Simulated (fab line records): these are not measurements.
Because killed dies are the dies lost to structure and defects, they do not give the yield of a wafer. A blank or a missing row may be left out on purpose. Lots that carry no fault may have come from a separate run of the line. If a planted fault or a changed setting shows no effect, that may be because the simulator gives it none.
Problem report in the 8D (eight disciplines) form, filled by code -- flow berkeley cmos170 -- the parts of the form that need people (team, actions taken, sign-off) are left out

== 1. THE ISSUE ==
Wafers free of any fault read 4 nm (standard deviation 7.5) for NLDD_OVL at UCB170_NLDD_OVL_MEAS_07, against a mean of 264 nm on 12 wafers of 4 lots. That puts it +35 standard deviations away from the usual mean.
Seen first at day 9 05:48 on overlay-02, wafer L626.1. Wafers with a number at this step in the record: 48, from 16 lots. Rule for "out", or "out of limits": more than 4 standard deviations from the usual mean. The rest of the wafers with a number are treated as sound.

== 2. WHAT IT IS AND WHAT IT IS NOT ==
question,is,is not
which readings at this step,NLDD_OVL,-
which lots,"L626, L628, L629, L630","L618, L619, L621, L622, L623, L624, L625, L627, L631, L634, L638, L640"
which wafers of those lots,all that have a number,-
read on which gauges,"overlay-01, overlay-02",-
when,from day 9 05:48,"up to then (18 sound wafers); but 18 sound wafers of L625, L627, L631, L634, L638, L640 came after"

== 3. SUSPECTS, AND WHAT RULES EACH OUT ==
Counting: any tool at a process step up to the reading is kept as a suspect provided that every lot that is out went through it and no sound lot did after the first of them.
- the gauge at UCB170_NLDD_OVL_MEAS_07 has been ruled out. The wafers that are out were read on 2 gauges (overlay-01, overlay-02).
- krf scanner-02 at UCB170_NLDD_EXPOSE_03 (exposes mask NSELECT, target cd 1200 nm): kept. All lots that are out passed through it, beginning with L626 at day 9 04:55, and no sound lot followed; its final sound lot before that point was L623 at day 8 23:50.
Left after counting: krf scanner-02 at UCB170_NLDD_EXPOSE_03.

== 4. THE CAUSE (what the simulator had put in) ==
Scanner matching overlay: krf scanner-02, from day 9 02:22 on, at UCB170_NLDD_EXPOSE_03. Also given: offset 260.
Only this tool survived the counting.

== 5. THE CHAIN OF EFFECTS, in route order ==
Each row: a reading where the mean over the struck wafers with a number is more than 3 standard deviations away from the usual. Only readings for which the record gives a usual standard deviation are gone through. hours: the time from each lot's start at the first step in this table that gives one to its start at this step, as a median over the lots. sigmas: the change in usual standard deviations.
hours,step,reading,usual,on struck wafers,change,sigmas
0,UCB170_NLDD_OVL_MEAS_07,NLDD_OVL,4 nm,264,+260,+35
Later measuring or inspecting steps at which every struck wafer that the step has a row for has a number for every such reading, and none has moved that far: UCB170_NSD_OVL_MEAS_07, UCB170_NSD_TW_MEAS_10.

== 6. WHAT WOULD HAVE CAUGHT IT SOONER ==
In this record the first reading out of limits at a measuring or inspecting step was taken at day 9 05:48, 3 hours after the fault began at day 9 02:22.
Of the tool readings at UCB170_NLDD_EXPOSE_03 for which the record gives a usual standard deviation, none was out on any struck wafer, so an alarm limit of 4 standard deviations on them would not have fired.
Of the lots that are out (4), L630, L628, L629 began UCB170_NLDD_EXPOSE_03 on krf scanner-02 after day 9 05:48. A hold on the tool at that time would have spared those 3.
